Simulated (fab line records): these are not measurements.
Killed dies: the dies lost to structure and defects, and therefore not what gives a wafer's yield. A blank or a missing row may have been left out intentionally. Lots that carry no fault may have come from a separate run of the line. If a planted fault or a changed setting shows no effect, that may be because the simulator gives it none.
fab line records	flow ritCmos
record lots=6	wafers=18	lastDay=5
route steps=202 shown GATE@83 REOX@98 NLDD@103 PLDD@114 M1@202
lots that met no fault: taken from a fault-free run of the same line
startH: hours from the record's opening day to when the first of the lot's shown wafers began	waitH: hours from the lot's prior step to this one	" same as the row above	L1.1+2: one row covering several wafers at once	- no value, or no start was given	* or withheld: withheld	< > ~ a bound
route shown NAME@n: NAME is a module with steps in the file, n the number in the route of the first one	usual: mean and standard deviation over wafers with no fault	same: alike in all rows	chamber/n: place in a boat	sites: the reading at each site	_std_site: their standard deviation	_edge_site: mean of outer sites minus mean of inner sites	radiusMm: for every site, how far away it sits from the centre of the wafer	mask NAME#n: copy n	behind: the most recent tool/chamber to have shaped the wafer	hold: the reason the lot was held/the length of the hold in hours/how it ended	device: transistor that didn't switch, given as n, p or np	end of line: at the end of the route, the tests of the same wafers	a step with no rows: only its recipe	killed: the dies lost at the first sort to structure and to defects; this is not the yield of the wafer	map: a wafer's dies, x killed, . not, _ none there
set.NAME: the setting as run; set.NAME@STEP: as run at that earlier step	model.NAME: the simulator's own value behind a step, which no gauge read
lots at selected steps of the route; one table per step, one row per wafer
services: when a tool's chamber went out of use (startH, in hours from the record's first day, below 0 if earlier), for how many hours, and the reason
## steps
# step RIT_GATE_THK_MEAS_07
# recipe reads=SiO2_of_GATE_OXIDATION_05
# usual GATE_OXIDE_THK=3.01/0.076
lot.wafer	tool	chamber	startH	waitH	GATE_OXIDE_THK[nm]
L995.2	filmMetro-02	-	62.50	0.0	3.01
L995.4	"	-	"	"	2.95
L995.5	"	-	"	"	2.95
L999.4	filmMetro-02	-	82.75	0.0	3.00
L999.5	"	-	"	"	3.07
L999.6	"	-	"	"	3.10
L100.2	filmMetro-04	-	84.26	0.0	2.98
L100.3	"	-	"	"	3.14
L100.4	"	-	"	"	3.19
L101.1	filmMetro-02	-	90.16	0.0	2.92
L101.3	"	-	"	"	3.03
L101.6	"	-	"	"	2.98
L103.2	filmMetro-03	-	103.44	0.0	2.99
L103.3	"	-	"	"	2.92
L103.6	"	-	"	"	2.97
L104.1	filmMetro-02	-	105.29	0.0	2.94
L104.4	"	-	"	"	3.00
L104.6	"	-	"	"	3.12
# step RIT_GATE_CVD_08
# recipe material=poly-Si	targetThkNm=250	tempC=610	precursor=SiH4	timeS=2220	pressureMtorr=300	sih4FlowSccm=100
# step RIT_GATE_THK_MEAS_09
# recipe reads=poly-Si_of_GATE_CVD_08
# usual GATE_POLY_THK=249.5/2.6
lot.wafer	tool	chamber	startH	waitH	GATE_POLY_THK[nm]
L995.2	filmMetro-03	-	65.40	0.0	246.5
L995.4	"	-	"	"	245.6
L995.5	"	-	"	"	245.3
L999.4	filmMetro-02	-	84.42	0.0	251.2
L999.5	"	-	"	"	248.8
L999.6	"	-	"	"	248.2
L100.2	filmMetro-03	-	85.93	0.0	253.9
L100.3	"	-	"	"	253.5
L100.4	"	-	"	"	254.3
L101.1	filmMetro-04	-	91.83	0.0	251.1
L101.3	"	-	"	"	251.1
L101.6	"	-	"	"	251.6
L103.2	filmMetro-03	-	105.12	0.0	251.5
L103.3	"	-	"	"	249.9
L103.6	"	-	"	"	251.8
L104.1	filmMetro-04	-	106.97	0.0	246.6
L104.4	"	-	"	"	247.6
L104.6	"	-	"	"	247.0
# step RIT_GATE_HMDS_10
# recipe primeTimeS=60	primeTempC=140
# step RIT_GATE_COAT_11
# recipe resist=NOVOLAK	spinRpm=4250	resistThkNm=850
# step RIT_GATE_SOFTBAKE_12
# recipe resist=NOVOLAK	tempC=90	timeS=60
# step RIT_GATE_EXPOSE_13
# recipe maskId=M6	na=0.6	sourceShape=conventional	sigmaOuter=0.6	targetCdNm=150	doseMj=380
# step RIT_GATE_PEB_14
# recipe resist=NOVOLAK	tempC=withheld	timeS=withheld
# step RIT_GATE_DEVELOP_15
# recipe resist=NOVOLAK	developTimeS=50	devTempC=23
# step RIT_GATE_CD_MEAS_16
# recipe targetCdNm=150
# usual cdNm=148.8/2.6
lot.wafer	tool	chamber	startH	waitH	cdNm
L995.2	cdSem-01	-	66.37	-	147.4
L995.4	"	-	"	"	144.6
L995.5	"	-	"	"	146.0
L999.4	cdSem-01	-	85.49	-	149.0
L999.5	"	-	"	"	150.4
L999.6	"	-	"	"	150.1
L100.2	cdSem-01	-	86.98	-	152.4
L100.3	"	-	"	"	151.7
L100.4	"	-	"	"	152.1
L101.1	cdSem-01	-	92.74	-	150.4
L101.3	"	-	"	"	150.4
L101.6	"	-	"	"	150.5
L103.2	cdSem-02	-	106.20	-	149.3
L103.3	"	-	"	"	151.7
L103.6	"	-	"	"	150.2
L104.1	cdSem-01	-	108.16	-	152.5
L104.4	"	-	"	"	154.3
L104.6	"	-	"	"	154.6
# step RIT_GATE_OVL_MEAS_17
# usual GATE_OVL=-1.4/1.5
lot.wafer	tool	chamber	startH	waitH	GATE_OVL[nm]
L995.2	overlay-02	-	66.48	0.1	-2.5
L995.4	"	-	"	"	-2.4
L995.5	"	-	"	"	-1.9
L999.4	overlay-01	-	85.57	0.1	-1.3
L999.5	"	-	"	"	-0.9
L999.6	"	-	"	"	-2.0
L100.2	overlay-02	-	87.08	0.1	-1.8
L100.3	"	-	"	"	-2.0
L100.4	"	-	"	"	-0.9
L101.1	overlay-01	-	92.86	0.1	-1.2
L101.3	"	-	"	"	-1.5
L101.6	"	-	"	"	0.6
L103.2	overlay-02	-	106.30	0.1	-0.6
L103.3	"	-	"	"	-1.5
L103.6	"	-	"	"	-1.7
L104.1	overlay-01	-	108.28	0.1	-3.4
L104.4	"	-	"	"	-1.9
L104.6	"	-	"	"	-2.1
# step RIT_GATE_HARDBAKE_18
# recipe resist=NOVOLAK	tempC=140	timeS=60
# step RIT_GATE_ETCH_19
# recipe chemistry=SF6/CHF3/O2	timeS=165	SF6_flow_sccm=30	CHF3_flow_sccm=30	O2_flow_sccm=5	target=poly-Si	pressureMtorr=40	rfW=160	targetDepthA=3125	overEtchFrac=0.25	stopOn=SiO2
# usual drypumpMotorCurrentA=5.7/0.45	heBacksideLeakSccm=2.67/0.26	oesProductAu=0.851/0.017	throttleValvePct=10.24/0.11
# same overEtchFrac=0.25
lot.wafer	tool	chamber	startH	waitH	drypumpMotorCurrentA	heBacksideLeakSccm	oesProductAu	rfHoursCounterH	throttleValvePct
L995.2	rieSi-02	0	66.66	0.1	5.7	2.82	0.846	128	10.05
L995.4	"	1	"	"	5.4	2.56	0.852	1	10.29
L995.5	"	0	"	"	5.7	2.79	0.850	-	10.04
L999.4	rieSi-02	3	85.73	0.1	5.1	2.42	0.837	18	10.15
L999.5	"	2	"	"	6.3	2.76	0.848	-	10.41
L999.6	"	1	"	"	5.4	2.62	0.857	-	10.29
L100.2	rieSi-01	0	87.26	0.1	5.3	2.64	0.859	35	10.18
L100.3	"	2	"	"	6.1	2.62	0.878	127	10.36
L100.4	"	1	"	"	6.4	2.96	0.880	77	10.32
L101.1	rieSi-02	2	93.05	0.1	6.3	2.33	0.853	12	10.39
L101.3	"	1	"	"	5.4	2.63	0.862	1	10.27
L101.6	"	2	"	"	6.3	2.42	0.847	-	10.39
L103.2	rieSi-02	1	106.48	0.1	5.4	2.59	0.858	1	10.29
L103.3	"	0	"	"	5.7	2.58	0.860	128	10.06
L103.6	"	3	"	"	5.1	2.64	0.838	-	10.15
L104.1	rieSi-01	1	108.46	0.1	6.4	2.81	0.865	77	10.29
L104.4	"	3	"	"	5.4	3.09	0.820	62	10.23
L104.6	"	0	"	"	5.3	2.67	0.849	-	10.17
# step RIT_GATE_STRIP_20
# recipe chemistry=O2	timeS=180	resist=NOVOLAK	platenTempC=withheld	powerW=500	pressureMtorr=4000	o2FlowSccm=4000
# usual drypumpMotorCurrentA=6.1/0.48
lot.wafer	tool	chamber	startH	waitH	drypumpMotorCurrentA	rfHoursCounterH
L995.2	plasmaAsher-02	1	66.85	0.1	6.5	43
L995.4	"	0	"	"	5.3	-
L995.5	"	0	"	"	5.3	-
L999.4	plasmaAsher-02	0	85.90	0.1	5.3	-
L999.5	"	0	"	"	5.3	-
L999.6	"	1	"	"	6.5	-
L100.2	plasmaAsher-01	1	87.37	0.1	5.9	45
L100.3	"	1	"	"	5.9	-
L100.4	"	0	"	"	6.3	-
L101.1	plasmaAsher-03	1	93.16	0.1	6.3	41
L101.3	"	1	"	"	6.3	-
L101.6	"	0	"	"	6.5	-
L103.2	plasmaAsher-02	0	106.59	0.1	5.3	48
L103.3	"	1	"	"	6.5	-
L103.6	"	1	"	"	6.5	-
L104.1	plasmaAsher-03	1	108.57	0.1	6.3	43
L104.4	"	1	"	"	6.3	-
L104.6	"	1	"	"	6.3	-
# step RIT_GATE_CD_MEAS_90
# recipe targetCdNm=150
# usual cdNm=148.7/2.6
lot.wafer	tool	chamber	startH	waitH	cdNm
L995.2	cdSem-02	-	67.05	0.1	147.3
L995.4	"	-	"	"	145.0
L995.5	"	-	"	"	146.0
L999.4	cdSem-01	-	86.08	0.1	148.9
L999.5	"	-	"	"	150.5
L999.6	"	-	"	"	150.4
L100.2	cdSem-02	-	87.57	0.1	151.9
L100.3	"	-	"	"	151.7
L100.4	"	-	"	"	152.4
L101.1	cdSem-02	-	93.33	0.1	150.3
L101.3	"	-	"	"	150.8
L101.6	"	-	"	"	151.5
L103.2	cdSem-01	-	106.79	0.1	149.2
L103.3	"	-	"	"	151.4
L103.6	"	-	"	"	150.1
L104.1	cdSem-02	-	108.75	0.1	151.9
L104.4	"	-	"	"	153.9
L104.6	"	-	"	"	155.0
# step RIT_REOX_CLEAN_00
# recipe chemistry=SC1	mix=3:3:50	timeS=600	tempC=75
# step RIT_REOX_CLEAN_01
# recipe chemistry=dHF	dilution=50:1	timeS=30
# step RIT_REOX_CLEAN_02
# recipe chemistry=SC2	mix=3:3:50	timeS=600	tempC=75	dry=n2Spin
# step RIT_REOX_OXIDATION_03
# recipe tempC=900	ambient=O2	targetThkA=252	oxTimeS=5580
# step RIT_REOX_THK_MEAS_04
# recipe reads=SiO2_of_REOX_OXIDATION_03
# usual REOX_OXIDE_THK=25.3/0.47
lot.wafer	tool	chamber	startH	waitH	REOX_OXIDE_THK[nm]
L995.2	filmMetro-01	-	70.10	0.0	24.9
L995.4	"	-	"	"	24.6
L995.5	"	-	"	"	24.7
L999.4	filmMetro-04	-	89.94	0.0	25.1
L999.5	"	-	"	"	25.1
L999.6	"	-	"	"	25.2
L100.2	filmMetro-02	-	92.40	0.0	26.0
L100.3	"	-	"	"	26.2
L100.4	"	-	"	"	26.1
L101.1	filmMetro-01	-	97.36	0.0	25.1
L101.3	"	-	"	"	24.8
L101.6	"	-	"	"	25.3
L103.2	filmMetro-04	-	111.10	0.0	24.4
L103.3	"	-	"	"	24.4
L103.6	"	-	"	"	24.7
L104.1	filmMetro-01	-	113.47	0.0	25.8
L104.4	"	-	"	"	26.0
L104.6	"	-	"	"	25.9
# step RIT_NLDD_HMDS_00
# recipe primeTimeS=60	primeTempC=140
# step RIT_NLDD_COAT_01
# recipe resist=NOVOLAK	spinRpm=3250	resistThkNm=1000
# step RIT_NLDD_SOFTBAKE_02
# recipe resist=NOVOLAK	tempC=90	timeS=60
# step RIT_NLDD_EXPOSE_03
# recipe maskId=M7	na=0.57	targetCdNm=40700	doseMj=250
# step RIT_NLDD_PEB_04
# recipe resist=NOVOLAK	tempC=withheld	timeS=withheld
# step RIT_NLDD_DEVELOP_05
# recipe resist=NOVOLAK	developTimeS=50	devTempC=23
# step RIT_NLDD_OVL_MEAS_06
# usual NLDD_OVL=0.2/1.3
lot.wafer	tool	chamber	startH	waitH	NLDD_OVL[nm]
L995.2	overlay-02	-	71.15	-	1.1
L995.4	"	-	"	"	0.2
L995.5	"	-	"	"	0.9
L999.4	overlay-02	-	90.96	-	0.7
L999.5	"	-	"	"	0.6
L999.6	"	-	"	"	2.7
L100.2	overlay-02	-	93.30	-	-0.1
L100.3	"	-	"	"	-0.5
L100.4	"	-	"	"	-0.8
L101.1	overlay-01	-	98.48	-	0.3
L101.3	"	-	"	"	-0.4
L101.6	"	-	"	"	2.4
L103.2	overlay-01	-	112.13	-	-0.7
L103.3	"	-	"	"	-0.3
L103.6	"	-	"	"	-0.7
L104.1	overlay-02	-	114.38	-	-1.0
L104.4	"	-	"	"	-0.7
L104.6	"	-	"	"	0.6
# step RIT_NLDD_HARDBAKE_07
# recipe resist=NOVOLAK	tempC=140	timeS=60
# step RIT_NLDD_IMPLANT_08
# recipe species=P	energyKev=20	doseCm2=5e+14	tiltDeg=7
# step RIT_NLDD_STRIP_09
# recipe chemistry=O2	timeS=180	resist=NOVOLAK	platenTempC=withheld	powerW=500	pressureMtorr=4000	o2FlowSccm=4000
# usual drypumpMotorCurrentA=6.1/0.39
lot.wafer	tool	chamber	startH	waitH	drypumpMotorCurrentA	rfHoursCounterH
L995.2	plasmaAsher-04	1	71.48	0.1	6.1	29
L995.4	"	0	"	"	6.0	-
L995.5	"	0	"	"	6.0	-
L999.4	plasmaAsher-02	1	91.34	0.1	6.5	-
L999.5	"	0	"	"	5.3	-
L999.6	"	1	"	"	6.5	-
L100.2	plasmaAsher-02	0	93.63	0.1	5.3	47
L100.3	"	0	"	"	5.3	-
L100.4	"	1	"	"	6.5	-
L101.1	plasmaAsher-02	1	99.00	0.1	6.4	47
L101.3	"	1	"	"	6.5	-
L101.6	"	0	"	"	5.3	-
L103.2	plasmaAsher-04	1	112.46	0.1	6.1	34
L103.3	"	0	"	"	6.0	-
L103.6	"	1	"	"	6.2	-
L104.1	plasmaAsher-04	0	114.72	0.1	6.0	35
L104.4	"	1	"	"	6.1	-
L104.6	"	1	"	"	6.1	-
# step RIT_NLDD_TW_MEAS_10
# usual NLDD_TW=2510/24
lot.wafer	tool	chamber	startH	waitH	NLDD_TW
L995.2	filmMetro-03	-	71.66	0.1	2500
L995.4	"	-	"	"	2491
L995.5	"	-	"	"	2481
L999.4	filmMetro-02	-	91.48	0.1	2524
L999.5	"	-	"	"	2520
L999.6	"	-	"	"	2521
L100.2	filmMetro-02	-	93.82	0.1	2514
L100.3	"	-	"	"	2528
L100.4	"	-	"	"	2528
L101.1	filmMetro-01	-	99.18	0.1	2541
L101.3	"	-	"	"	2515
L101.6	"	-	"	"	2511
L103.2	filmMetro-02	-	112.65	0.1	2513
L103.3	"	-	"	"	2505
L103.6	"	-	"	"	2501
L104.1	filmMetro-02	-	114.90	0.1	2502
L104.4	"	-	"	"	2517
L104.6	"	-	"	"	2503
# step RIT_PLDD_HMDS_00
# recipe primeTimeS=60	primeTempC=140
# step RIT_PLDD_COAT_01
# recipe resist=NOVOLAK	spinRpm=3250	resistThkNm=1000
# step RIT_PLDD_SOFTBAKE_02
# recipe resist=NOVOLAK	tempC=90	timeS=60
# step RIT_PLDD_EXPOSE_03
# recipe maskId=M8	na=0.57	targetCdNm=40900	doseMj=250
# step RIT_PLDD_PEB_04
# recipe resist=NOVOLAK	tempC=withheld	timeS=withheld
# step RIT_PLDD_DEVELOP_05
# recipe resist=NOVOLAK	developTimeS=50	devTempC=23
# step RIT_PLDD_OVL_MEAS_06
# usual PLDD_OVL=0.5/1.6
lot.wafer	tool	chamber	startH	waitH	PLDD_OVL[nm]
L995.2	overlay-01	-	72.69	-	-0.6
L995.4	"	-	"	"	-1.3
L995.5	"	-	"	"	0.2
L999.4	overlay-01	-	92.38	-	-1.3
L999.5	"	-	"	"	-0.2
L999.6	"	-	"	"	-0.9
L100.2	overlay-02	-	94.85	-	2.0
L100.3	"	-	"	"	1.9
L100.4	"	-	"	"	2.3
L101.1	overlay-02	-	100.09	-	1.9
L101.3	"	-	"	"	4.1
L101.6	"	-	"	"	3.9
L103.2	overlay-02	-	113.55	-	-0.2
L103.3	"	-	"	"	-1.1
L103.6	"	-	"	"	2.6
L104.1	overlay-01	-	115.83	-	-0.3
L104.4	"	-	"	"	-0.3
L104.6	"	-	"	"	-0.2
# step RIT_PLDD_HARDBAKE_07
# recipe resist=NOVOLAK	tempC=140	timeS=60
# step RIT_PLDD_IMPLANT_08
# recipe species=BF2	energyKev=20	doseCm2=9e+14	tiltDeg=7
# step RIT_PLDD_STRIP_09
# recipe chemistry=O2	timeS=180	resist=NOVOLAK	platenTempC=withheld	powerW=500	pressureMtorr=4000	o2FlowSccm=4000
# usual drypumpMotorCurrentA=6.18/0.2
lot.wafer	tool	chamber	startH	waitH	drypumpMotorCurrentA	rfHoursCounterH
L995.2	plasmaAsher-01	1	73.02	0.1	5.88	43
L995.4	"	0	"	"	6.34	-
L995.5	"	0	"	"	6.33	-
L999.4	plasmaAsher-04	0	92.76	0.1	6.02	-
L999.5	"	0	"	"	6.02	-
L999.6	"	1	"	"	6.14	-
L100.2	plasmaAsher-03	0	95.18	0.1	6.50	41
L100.3	"	0	"	"	6.52	-
L100.4	"	1	"	"	6.30	-
L101.1	plasmaAsher-03	0	100.42	0.1	6.47	42
L101.3	"	0	"	"	6.46	-
L101.6	"	1	"	"	6.30	-
L103.2	plasmaAsher-04	1	113.98	0.2	6.14	34
L103.3	"	1	"	"	6.16	-
L103.6	"	0	"	"	6.04	-
L104.1	plasmaAsher-01	1	116.21	0.1	5.89	48
L104.4	"	0	"	"	6.28	-
L104.6	"	1	"	"	5.90	-
# step RIT_PLDD_TW_MEAS_10
# usual PLDD_TW=2358/28
lot.wafer	tool	chamber	startH	waitH	PLDD_TW
L995.2	filmMetro-03	-	73.21	0.1	2331
L995.4	"	-	"	"	2330
L995.5	"	-	"	"	2330
L999.4	filmMetro-03	-	92.90	0.1	2312
L999.5	"	-	"	"	2321
L999.6	"	-	"	"	2324
L100.2	filmMetro-03	-	95.36	0.1	2338
L100.3	"	-	"	"	2326
L100.4	"	-	"	"	2341
L101.1	filmMetro-01	-	100.60	0.1	2380
L101.3	"	-	"	"	2383
L101.6	"	-	"	"	2362
L103.2	filmMetro-02	-	114.17	0.1	2377
L103.3	"	-	"	"	2359
L103.6	"	-	"	"	2372
L104.1	filmMetro-01	-	116.39	0.1	2382
L104.4	"	-	"	"	2374
L104.6	"	-	"	"	2376
# step RIT_M1_PROBE_99
# usual killed_at_M0_to_M3=0.0/0.23	killedAtContacts=0.1/0.34	killedAtFrontEnd=6.9/2.8	killedDies=7.1/2.8	killedOnRim=1.8/1.3	killedOpen=3.4/1.9	killedShort=3.6/1.7
# same grossDies=264	killed_at_M4_up=0	killedAtBackSide=0	killedAtOther=0
lot.wafer	tool	chamber	startH	waitH	hold	killed_at_M0_to_M3	killedAtContacts	killedAtFrontEnd	killedDies	killedOnRim	killedOpen	killedShort
L995.2	prober-02	-	86.63	0.1	-	0	0	9	9	3	3	6
L995.4	prober-02	-	86.73	0.2	-	0	0	6	6	2	3	3
L995.5	prober-02	-	86.78	0.2	-	0	0	10	10	3	5	5
L999.4	prober-02	-	107.58	0.2	-	0	0	2	2	0	1	1
L999.5	prober-02	-	107.63	0.2	-	0	0	14	14	2	7	7
L999.6	prober-02	-	107.68	0.2	-	0	1	6	7	2	3	4
L100.2	prober-01	-	109.34	0.1	-	0	0	6	6	2	4	2
L100.3	prober-01	-	109.39	0.2	-	2	0	7	9	1	5	2
L100.4	prober-01	-	109.44	0.2	-	0	1	5	6	2	3	2
L101.1	prober-02	-	114.14	0.1	awaitDispo/0.7h/release	0	0	38	38	8	3	3
L101.3	prober-02	-	114.24	0.2	awaitDispo/0.7h/release	0	0	19	19	9	1	1
L101.6	prober-02	-	114.39	0.2	awaitDispo/0.7h/release	0	0	36	36	11	3	1
L103.2	prober-02	-	128.53	0.1	awaitDispo/1.5h/release	0	0	18	18	9	0	2
L103.3	prober-02	-	128.58	0.2	awaitDispo/1.5h/release	0	0	28	28	12	3	4
L103.6	prober-02	-	128.73	0.2	awaitDispo/1.5h/release	0	0	37	37	10	1	6
L104.1	prober-01	-	129.98	0.1	-	0	0	2	2	1	0	2
L104.4	prober-01	-	130.13	0.2	-	0	0	1	1	1	1	0
L104.6	prober-01	-	130.23	0.2	-	0	0	11	11	4	6	5
# killed by level:class
L995.2 GATE:geometricParticle:short=4 GATE:geometricParticle:open=2 FOX1:geometricParticle:short=1 REOX:geometricParticle:short=1 REOX:geometricParticle:open=1
L995.4 GATE:geometricParticle:open=3 GATE:geometricParticle:short=2 REOX:geometricParticle:short=1
L995.5 FOX1:geometricParticle:open=2 GATE:geometricParticle:short=2 REOX:geometricParticle:open=2 REOX:geometricParticle:short=2 ACTIVE:geometricParticle:short=1 FOX2:geometricParticle:open=1
L999.4 GATE:geometricParticle:short=1 GATE:geometricParticle:open=1
L999.5 FOX1:geometricParticle:short=2 GATE:geometricParticle:open=2 SPACER:geometricParticle:open=2 SILICIDE:geometricParticle:short=2 FOX1:geometricParticle:open=1 FOX2:geometricParticle:open=1 GATE:geometricParticle:short=1 REOX:geometricParticle:open=1
L999.6 GATE:geometricParticle:short=2 SILICIDE:geometricParticle:open=2 GATE:geometricParticle:open=1 REOX:geometricParticle:short=1 CONTACT:geometricParticle:short=1
L100.2 FOX1:geometricParticle:open=2 GATE:geometricParticle:open=2 REOX:geometricParticle:short=1 SILICIDE:geometricParticle:short=1
L100.3 SPACER:geometricParticle:open=4 M1:coatMicrobubblePrinted=2 FOX2:geometricParticle:short=1 GATE:geometricParticle:open=1 SPACER:geometricParticle:short=1
L100.4 SPACER:geometricParticle:open=2 FOX2:geometricParticle:short=1 REOX:geometricParticle:open=1 SPACER:geometricParticle:short=1 CONTACT:coatMicrobubblePrinted=1
L101.1 GATE:unspecified=32 GATE:geometricParticle:short=2 GATE:geometricParticle:open=2 FOX1:geometricParticle:short=1 FOX1:geometricParticle:open=1
L101.3 GATE:unspecified=17 REOX:geometricParticle:open=1 REOX:geometricParticle:short=1
L101.6 GATE:unspecified=31 GATE:geometricParticle:open=2 GATE:geometricParticle:short=1 SPACER:geometricParticle:open=1 PSD:coatMicrobubblePrinted=1
L103.2 GATE:unspecified=15 SILICIDE:geometricParticle:short=2 GATE:coatMicrobubblePrinted=1
L103.3 GATE:unspecified=21 GATE:geometricParticle:short=3 FOX1:geometricParticle:open=1 GATE:geometricParticle:open=1 SPACER:geometricParticle:open=1 SILICIDE:geometricParticle:short=1
L103.6 GATE:unspecified=30 GATE:geometricParticle:short=3 FOX1:geometricParticle:short=1 FOX2:geometricParticle:short=1 SILICIDE:geometricParticle:open=1 SILICIDE:geometricParticle:short=1
L104.1 FOX1:geometricParticle:short=1 GATE:geometricParticle:short=1
L104.4 GATE:geometricParticle:open=1
L104.6 GATE:geometricParticle:short=4 GATE:geometricParticle:open=3 SPACER:geometricParticle:open=3 SPACER:geometricParticle:short=1
# map L101.1 (x killed, . not)
________......._______
_____.............____
____..x............___
___...x........xx.xx__
__.............xxxxxx_
__.....x......xxxxxxx_
_...............xxxxxx
_.....x.........xxxxx.
_................xxxx.
_.....................
__.............x....._
__..................._
___................x__
____...............___
_____.............____
________......._______
# map L103.6 (x killed, . not)
________....x.._______
_____.......x..x..____
____...............___
___.................__
__..................._
__.............x....._
_.....................
_................x....
_.....................
_......x.x............
__.xxxxxxx..........._
__..xxxxx............_
___xxxxxxx..........__
____xxxxxx.........___
_____xxxxx........____
________......._______
## services
tool	chamber	startH	hours	kind
plasmaAsher-03	-	57.75	28.1	pm
plasmaAsher-03	-	105.49	1.6	repair
plasmaAsher-03	-	108.75	9.0	pm
plasmaAsher-03	0	108.75	9.0	ventCycle
plasmaAsher-03	1	108.75	9.0	ventCycle
plasmaAsher-01	-	111.83	4.1	repair
## key
firstSign step=RIT_M1_PROBE_99	reading=killedDies	direction=up	sigmas=8.1	usual=7.1	struck=29.3
effect step=RIT_M1_PROBE_99	reading=killedAtFrontEnd	direction=up	sigmas=8.1	usual=6.9	struck=29.3
metAt RIT_GATE_ETCH_19
struckWafers L101.1,L101.3,L101.6,L103.2,L103.3,L103.6
testerLeftOut L101,L103
onsetBetween 85.73 93.05
fault kind=chamberParticleSource	tool=rieSi-02	chamber=-	onsetH=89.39	steps=RIT_GATE_ETCH_19	ratePerVisitCm2=1.3786	endH=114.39
# testerLeftOut: of these lots the tester's yield and bins aren't shown, on N5 and GAA mostly nor the transistor test; their killed dies are dies lost to structure and defects alone, not to doping, threshold or leakage, so they don't give the yield
